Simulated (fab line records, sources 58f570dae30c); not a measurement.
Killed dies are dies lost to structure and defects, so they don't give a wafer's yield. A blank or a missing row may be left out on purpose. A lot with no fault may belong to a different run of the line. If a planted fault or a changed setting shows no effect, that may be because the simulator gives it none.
Problem report in the 8D (eight disciplines) form, filled by code    flow berkeleyCmos170    the parts of the form that need people (team, actions taken, sign-off) are left out

1. PROBLEM STATEMENT
START_OXIDE_THK at UCB170_START_THK_MEAS_03 reads a mean of 27.1 nm on 6 wafers of 2 lots; wafers without a fault read 21.2 nm with a standard deviation of 0.45. Measured from the usual mean, that is +13 standard deviations.
Seen first at day 5 07:55 on filmMetro-01, wafer L132.1. The record has a number at this step for 42 wafers belonging to 14 lots. By rule, "out" or "out of limits" means more than 4 standard deviations away from the usual mean. The other wafers with a number count as sound.

2. WHAT IT IS; WHAT IT IS NOT
question                     is                      is not
which readings at this step  START_OXIDE_THK         -
which lots                   L132, L133              L114, L118, L119, L120, L121, L123, L124, L129, L130, L131, L136, L137
which wafers of those lots   all that have a number  -
read on which gauges         filmMetro-01            filmMetro-02, filmMetro-04
when                         from day 5 07:55        up to then (30 sound wafers); but 6 sound wafers of L136, L137 came after

3. SUSPECTS, AND WHAT RULES EACH OUT
Counting: any tool at a process step up to the reading is kept as a suspect provided that every lot that is out went through it and no sound lot did after the first of them.
- the gauge at UCB170_START_THK_MEAS_03: kept. All the wafers that are out were read on filmMetro-01, and no step on other tools shows them out.
- furnace-02 at UCB170_START_OXIDATION_02 (target thk 20 nm, ox time 1800 s): kept. It ran every lot that is out, first L132 (day 5 06:25), and no sound lot after that; its last sound lot up to then is L123 (day 3 08:59).
Left after counting: furnace-02 at UCB170_START_OXIDATION_02, filmMetro-01 at UCB170_START_THK_MEAS_03.

4. THE CAUSE (what the simulator had put in)
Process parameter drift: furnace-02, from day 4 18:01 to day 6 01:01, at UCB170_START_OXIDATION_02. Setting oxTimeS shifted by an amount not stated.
Counting left 2 suspects, and this tool is among them.

5. SEQUENCE OF EFFECTS, ordered by route
One row per reading whose mean, taken over the struck wafers that have a number, lies over 3 standard deviations from the usual. Scope: only readings with a usual standard deviation given in the record; hours: median across lots of the time from each lot's start at the first step in this table that gives one to its start at this step; sigmas: change in usual standard deviations.
hours  step                      reading          usual    on struck wafers  change  sigmas
0      UCB170_START_THK_MEAS_03  START_OXIDE_THK  21.2 nm  27.1              +5.9    +13
At these later measuring or inspecting steps, every struck wafer for which the step has a row has a number for every such reading, and none has moved that far: UCB170_NWELL_TW_MEAS_16, UCB170_PWELL_THK_MEAS_06.

6. HOW IT WOULD HAVE BEEN CAUGHT EARLIER
In this record the first reading out of limits at a measuring or inspecting step was taken at day 5 07:55, 14 hours after the fault began at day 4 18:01.
Of the tool readings at UCB170_START_OXIDATION_02 for which the record gives a usual standard deviation, none was out on any struck wafer, so an alarm limit of 4 standard deviations on them would not have fired.
Among the 2 lots that are out, L133 began UCB170_START_OXIDATION_02 on furnace-02 after day 5 07:55. Holding the tool at that time would have saved it.
